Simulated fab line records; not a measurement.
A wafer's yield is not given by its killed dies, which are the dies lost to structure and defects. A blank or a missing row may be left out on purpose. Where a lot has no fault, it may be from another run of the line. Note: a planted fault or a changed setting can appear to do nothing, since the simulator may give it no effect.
What tool caused it? / flow berkeley-cmos170 / Sampling: 14 lots, 42 wafers, 4 of 331 route steps

WHAT THE GAUGES READ, wafer by wafer
UCB170_START_THK_MEAS_03. Usual: START_OXIDE_THK gives 20.6 nm (standard deviation 0.32).
lot=L618; measured=day 1 17:56; on=film-metro-01; START_OXIDE_THK (nm)=20.8 21.0 20.7; flag=
lot=L619; measured=day 2 00:30; on=film-metro-04; START_OXIDE_THK (nm)=20.1 20.2 20.2; flag=
lot=L620; measured=day 2 05:07; on=film-metro-01; START_OXIDE_THK (nm)=20.7 20.6 20.7; flag=
lot=L621; measured=day 2 11:46; on=film-metro-04; START_OXIDE_THK (nm)=21.2 20.7 20.8; flag=
lot=L622; measured=day 2 15:00; on=film-metro-02; START_OXIDE_THK (nm)=20.4 20.2 20.4; flag=
lot=L629; measured=day 4 03:16; on=film-metro-02; START_OXIDE_THK (nm)=20.8 21.3 20.7; flag=
lot=L630; measured=day 4 09:11; on=film-metro-04; START_OXIDE_THK (nm)=20.6 20.6 20.3; flag=
lot=L632; measured=day 4 17:53; on=film-metro-04; START_OXIDE_THK (nm)=20.7 20.9 20.8; flag=
lot=L633; measured=day 5 00:34; on=film-metro-02; START_OXIDE_THK (nm)=20.5 20.7 20.7; flag=
lot=L634; measured=day 5 04:35; on=film-metro-02; START_OXIDE_THK (nm)=20.0 20.5 20.4; flag=
lot=L636; measured=day 5 13:36; on=film-metro-01; START_OXIDE_THK (nm)=20.8 20.5 20.4; flag=
lot=L637; measured=day 5 19:47; on=film-metro-02; START_OXIDE_THK (nm)=20.2 20.7 20.8; flag=
lot=L638; measured=day 6 00:05; on=film-metro-04; START_OXIDE_THK (nm)=20.9 20.7 20.7; flag=
lot=L640; measured=day 6 08:32; on=film-metro-02; START_OXIDE_THK (nm)=20.8 20.7 20.6; flag=

UCB170_ACTIVE_OVL_MEAS_14. Usual: ACTIVE_OVL gives 0 nm (standard deviation 6.4).
lot=L618; measured=day 4 03:49; on=overlay-01; ACTIVE_OVL (nm)=-3 3 -4; flag=
lot=L619; measured=day 4 19:21; on=overlay-02; ACTIVE_OVL (nm)=3 -7 -2; flag=
lot=L620; measured=day 5 00:55; on=overlay-02; ACTIVE_OVL (nm)=4 2 -2; flag=
lot=L621; measured=day 5 11:14; on=overlay-02; ACTIVE_OVL (nm)=10 4 -2; flag=
lot=L622; measured=day 5 11:09; on=overlay-01; ACTIVE_OVL (nm)=1 5 -4; flag=
lot=L632; measured=day 7 08:50; on=overlay-02; ACTIVE_OVL (nm)=3 -12 1; flag=
lot=L633; measured=day 7 18:24; on=overlay-01; ACTIVE_OVL (nm)=-3 -5 -9; flag=
lot=L634; measured=day 7 18:40; on=overlay-02; ACTIVE_OVL (nm)=-11 3 5; flag=
lot=L636; measured=day 8 06:54; on=overlay-02; ACTIVE_OVL (nm)=3 6 2; flag=
lot=L637; measured=day 8 07:19; on=overlay-01; ACTIVE_OVL (nm)=6 7 -5; flag=
lot=L638; measured=day 8 14:03; on=overlay-02; ACTIVE_OVL (nm)=2 4 9; flag=
lot=L640; measured=day 8 22:45; on=overlay-02; ACTIVE_OVL (nm)=2 8 -10; flag=

TOOL THAT RAN EACH LOT (tool first, then ch and the chambers of the sampled wafers, then the start)
lot=L618; UCB170_PWELL_ETCH_14=rie-diel-02 ch 0,1,3, day 3 00:46; UCB170_WELLDRIVE_OXIDATION_01=furnace-01 ch 0, day 3 08:31
lot=L619; UCB170_PWELL_ETCH_14=rie-diel-03 ch 1,2,3, day 3 11:23; UCB170_WELLDRIVE_OXIDATION_01=furnace-04 ch 0, day 3 20:15
lot=L620; UCB170_PWELL_ETCH_14=rie-diel-02 ch 0,1,2, day 3 18:24; UCB170_WELLDRIVE_OXIDATION_01=furnace-01 ch 0, day 4 03:33
lot=L621; UCB170_PWELL_ETCH_14=rie-diel-01 ch 1,2,3, day 4 03:33; UCB170_WELLDRIVE_OXIDATION_01=furnace-01 ch 0, day 4 11:23
lot=L622; UCB170_PWELL_ETCH_14=rie-diel-02 ch 0,2,3, day 4 03:19; UCB170_WELLDRIVE_OXIDATION_01=furnace-01 ch 0, day 4 11:23
lot=L629; UCB170_PWELL_ETCH_14=rie-diel-01 ch 0,1,3, day 5 17:01; UCB170_WELLDRIVE_OXIDATION_01=furnace-03, day 6 02:58
lot=L630; UCB170_PWELL_ETCH_14=rie-diel-02 ch 2,3, day 5 22:58; UCB170_WELLDRIVE_OXIDATION_01=furnace-04, day 6 07:34
lot=L632; UCB170_PWELL_ETCH_14=rie-diel-02 ch 1,2,3, day 6 08:28; UCB170_WELLDRIVE_OXIDATION_01=furnace-03 ch 0, day 6 16:28
lot=L633; UCB170_PWELL_ETCH_14=rie-diel-03 ch 1,2, day 6 16:46; UCB170_WELLDRIVE_OXIDATION_01=furnace-04 ch 0, day 6 23:11
lot=L634; UCB170_PWELL_ETCH_14=rie-diel-02 ch 0,1,3, day 6 17:10; UCB170_WELLDRIVE_OXIDATION_01=furnace-04 ch 0, day 6 23:11
lot=L636; UCB170_PWELL_ETCH_14=rie-diel-03 ch 0,1, day 7 03:44; UCB170_WELLDRIVE_OXIDATION_01=furnace-04 ch 0, day 7 11:12
lot=L637; UCB170_PWELL_ETCH_14=rie-diel-01 ch 1,2, day 7 04:01; UCB170_WELLDRIVE_OXIDATION_01=furnace-04 ch 0, day 7 11:12
lot=L638; UCB170_PWELL_ETCH_14=rie-diel-03 ch 2,3, day 7 11:25; UCB170_WELLDRIVE_OXIDATION_01=furnace-04 ch 0, day 7 17:27
lot=L640; UCB170_PWELL_ETCH_14=rie-diel-03 ch 2,3, day 7 21:23; UCB170_WELLDRIVE_OXIDATION_01=furnace-04 ch 0, day 8 04:12
- UCB170_PWELL_ETCH_14: etches Si3N4 in CH3F/Ar/O2, stops on SiO2, target depth 242 nm, time 151 s.
- UCB170_WELLDRIVE_OXIDATION_01: target thk 199 nm, ox time 9247 s.

AS READ BY THE TOOLS THEMSELVES (means over the sampled wafers that have a number; for cases with no such wafer, the mark the record gives instead)
UCB170_PWELL_ETCH_14. Usual: O2_flow_sccm 7.001 sccm, standard deviation 0.02; drypump-motor-current-A 5.6 A, standard deviation 0.46; oes-product-au 0.943 a.u., standard deviation 0.013; throttle-valve-pct 8.02 %, standard deviation 0.18.
lot=L618; tool=rie-diel-02; O2_flow_sccm (sccm)=6.991; drypump-motor-current-A (A)=5.6; oes-product-au (a.u.)=0.943; throttle-valve-pct (%)=7.98; flag=
lot=L619; tool=rie-diel-03; O2_flow_sccm (sccm)=7.009; drypump-motor-current-A (A)=5.6; oes-product-au (a.u.)=0.927; throttle-valve-pct (%)=8.14; flag=
lot=L620; tool=rie-diel-02; O2_flow_sccm (sccm)=6.996; drypump-motor-current-A (A)=5.5; oes-product-au (a.u.)=0.953; throttle-valve-pct (%)=7.93; flag=
lot=L621; tool=rie-diel-01; O2_flow_sccm (sccm)=6.994; drypump-motor-current-A (A)=5.6; oes-product-au (a.u.)=0.950; throttle-valve-pct (%)=7.87; flag=
lot=L622; tool=rie-diel-02; O2_flow_sccm (sccm)=6.998; drypump-motor-current-A (A)=5.6; oes-product-au (a.u.)=0.943; throttle-valve-pct (%)=7.87; flag=
lot=L629; tool=rie-diel-01; O2_flow_sccm (sccm)=7.031; drypump-motor-current-A (A)=6.0; oes-product-au (a.u.)=0.953; throttle-valve-pct (%)=7.93; flag=
lot=L630; tool=rie-diel-02; O2_flow_sccm (sccm)=7.007; drypump-motor-current-A (A)=5.6; oes-product-au (a.u.)=0.930; throttle-valve-pct (%)=7.86; flag=
lot=L632; tool=rie-diel-02; O2_flow_sccm (sccm)=6.990; drypump-motor-current-A (A)=5.6; oes-product-au (a.u.)=0.944; throttle-valve-pct (%)=7.90; flag=
lot=L633; tool=rie-diel-03; O2_flow_sccm (sccm)=7.010; drypump-motor-current-A (A)=5.5; oes-product-au (a.u.)=0.935; throttle-valve-pct (%)=8.27; flag=
lot=L634; tool=rie-diel-02; O2_flow_sccm (sccm)=7.016; drypump-motor-current-A (A)=5.6; oes-product-au (a.u.)=0.960; throttle-valve-pct (%)=7.98; flag=
lot=L636; tool=rie-diel-03; O2_flow_sccm (sccm)=6.996; drypump-motor-current-A (A)=5.5; oes-product-au (a.u.)=0.934; throttle-valve-pct (%)=8.25; flag=
lot=L637; tool=rie-diel-01; O2_flow_sccm (sccm)=6.994; drypump-motor-current-A (A)=5.1; oes-product-au (a.u.)=0.935; throttle-valve-pct (%)=7.89; flag=
lot=L638; tool=rie-diel-03; O2_flow_sccm (sccm)=6.978; drypump-motor-current-A (A)=5.4; oes-product-au (a.u.)=0.948; throttle-valve-pct (%)=8.08; flag=
lot=L640; tool=rie-diel-03; O2_flow_sccm (sccm)=7.003; drypump-motor-current-A (A)=5.3; oes-product-au (a.u.)=0.938; throttle-valve-pct (%)=8.21; flag=

UCB170_WELLDRIVE_OXIDATION_01. Usual: ox-temp-c 1100.0 C, standard deviation 0.46; ox-temp-c-max 1104.5, standard deviation 1.
lot=L618; tool=furnace-01; ox-temp-c (C)=1099.7; ox-temp-c-max=1103.6; flag=
lot=L619; tool=furnace-04; ox-temp-c (C)=1099.4; ox-temp-c-max=1103.9; flag=
lot=L620; tool=furnace-01; ox-temp-c (C)=1100.9; ox-temp-c-max=1104.9; flag=
lot=L621; tool=furnace-01; ox-temp-c (C)=1099.8; ox-temp-c-max=1103.2; flag=
lot=L622; tool=furnace-01; ox-temp-c (C)=1099.9; ox-temp-c-max=1103.7; flag=
lot=L629; tool=furnace-03; ox-temp-c (C)=-; ox-temp-c-max=-; flag=OFF
lot=L630; tool=furnace-04; ox-temp-c (C)=-; ox-temp-c-max=-; flag=OFF
lot=L632; tool=furnace-03; ox-temp-c (C)=1100.0; ox-temp-c-max=1104.9; flag=
lot=L633; tool=furnace-04; ox-temp-c (C)=1099.7; ox-temp-c-max=1104.0; flag=
lot=L634; tool=furnace-04; ox-temp-c (C)=1099.3; ox-temp-c-max=1104.1; flag=
lot=L636; tool=furnace-04; ox-temp-c (C)=1100.2; ox-temp-c-max=1105.0; flag=
lot=L637; tool=furnace-04; ox-temp-c (C)=1100.0; ox-temp-c-max=1104.6; flag=
lot=L638; tool=furnace-04; ox-temp-c (C)=1100.3; ox-temp-c-max=1104.8; flag=
lot=L640; tool=furnace-04; ox-temp-c (C)=1099.7; ox-temp-c-max=1105.1; flag=

THE ANSWER, worked out from the rows above alone
Rule: take the mean of a lot's wafers that have a number; if it is more than 3 standard deviations from the usual mean, the lot is off. Also off: a lot with no number at a reading for which 4 or more lots have one. Where the step has rows for the other lots, those lots are counted as sound. The gauges are gone through in route order, then the tools' own readings, and for those a lot's mean is taken as printed above. The first step at which some lot is off is used, and at that step the reading that is off furthest; a lot without a number counts as furthest.
Off: L629, L630 (UCB170_WELLDRIVE_OXIDATION_01, ox-temp-c). Without a number there: L629, L630.
If a tool, at that step or one of the process steps before it, ran each lot that is off and ran no sound lot following the first of them, it fits. None of those tried fits.

WHAT THE SIMULATOR PUT IN
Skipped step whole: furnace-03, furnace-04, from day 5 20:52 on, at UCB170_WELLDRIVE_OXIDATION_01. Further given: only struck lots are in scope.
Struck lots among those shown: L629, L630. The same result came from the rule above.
